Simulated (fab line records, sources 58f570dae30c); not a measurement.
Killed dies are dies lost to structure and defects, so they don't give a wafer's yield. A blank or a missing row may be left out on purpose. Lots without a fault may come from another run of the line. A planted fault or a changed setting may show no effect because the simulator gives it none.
One fault seen from 2 desks | flow berkeley_cmos170 | each desk has only its own numbers; what lay behind them comes last

THE METROLOGY DESK
What the gauges read, lot by lot, whatever tool the lot ran on: means of the sampled wafers that have a number. A lot is out of limits, marked OUT, if its mean lies more than 4 standard deviations from the usual mean; the brackets give that distance.
Columns: A = cd_nm at UCB170_ACTIVE_CD_MEAS_90, usual 1199.8 nm; B = NVT_TW at UCB170_NVT_TW_MEAS_09, usual 528; C = GATE_OXIDE_THK at UCB170_GATE_THK_MEAS_02, usual 6.61 nm; D = GATE_POLY_THK at UCB170_GATE_THK_MEAS_05, usual 214.7 nm
lot  | first seen here | A      | B              | C    | D
L662 | day 5 10:43     | 1201.6 | 521            | 6.58 | 213.0
L663 | day 5 10:56     | 1199.8 | 525            | 6.72 | 213.9
L664 | day 5 23:19     | 1198.6 | 533            | 6.72 | 213.7
L665 | day 5 23:34     | 1200.1 | 524            | 6.70 | 218.0
L668 | day 6 09:54     | 1197.7 | 523            | 6.59 | 213.9
L669 | day 6 10:14     | 1202.7 | 532            | 6.52 | 215.5
L670 | day 6 19:20     | 1198.9 | 530            | 6.69 | 217.3
L671 | day 7 08:16     | 1198.6 | 530            | 6.47 | 213.0
L676 | day 8 07:37     | 1201.2 | 529            | 6.56 | 213.6
L678 | day 8 07:49     | 1200.0 | 555 (+6.1) OUT | 6.70 | 211.9
L679 | day 8 23:55     | 1198.4 | 521            | 6.51 | 213.0
L681 | day 9 10:13     | 1199.7 | 565 (+8.1) OUT | 6.69 | 214.4
L683 | day 9 10:43     | 1199.5 | 532            | 6.51 | 212.9
L684 | day 9 17:52     | 1198.0 | 527            | 6.65 | 214.6
This desk's finding: out of limits on L678, L681; first on L678, day 10 08:31 (NVT_TW at UCB170_NVT_TW_MEAS_09). In limits: L662, L663, L664, L665, L668, L669, L670, L671, L676, L679, L683, L684.

THE TOOL OWNER'S DESK: implanter-04
The tool's own readings at UCB170_NVT_IMPLANT_07: means of the sampled wafers that have a number, for each lot that ran on this tool. A lot is out of limits, marked OUT, if its mean lies more than 4 standard deviations from the usual mean; the brackets give that distance.
Columns: A = beam_on_s at UCB170_NVT_IMPLANT_07, usual 10.02 s; B = dose_ions_cm2 at UCB170_NVT_IMPLANT_07, usual 3.0002e+12; C = faraday_current_uA at UCB170_NVT_IMPLANT_07, usual 9.50
lot  | first seen here | A               | B          | C
L665 | day 7 12:29     | 10.08           | 2.9977e+12 | 9.42
L664 | day 7 12:44     | 10.00           | 3.0026e+12 | 9.50
L668 | day 7 21:08     | 10.03           | 3.0041e+12 | 9.49
L678 | day 10 08:16    | 12.28 (+11) OUT | 2.9991e+12 | 7.74 (-8.8) OUT
L681 | day 10 23:05    | 12.26 (+11) OUT | 3.0002e+12 | 7.78 (-8.6) OUT
This desk's finding: out of limits on L678, L681; first on L678, day 10 08:16 (beam_on_s at UCB170_NVT_IMPLANT_07). In limits: L665, L664, L668.

PUT TOGETHER
The tool owner's desk could have raised an alarm at day 10 08:16, on L678, L681.
The metrology desk could have raised an alarm at day 10 08:31, on L678, L681.
Of the lots named, all ran UCB170_NVT_IMPLANT_07 on implanter-04.

WHAT THE SIMULATOR HAD PUT IN
Process parameter drift: implanter-04, from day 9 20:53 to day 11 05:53, at UCB170_NVT_IMPLANT_07. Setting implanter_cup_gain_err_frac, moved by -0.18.
Lots struck among those shown: L678, L681.
Hours from the fault's start to each desk's first reading out of limits: the tool owner's desk, 11; the metrology desk, 12.
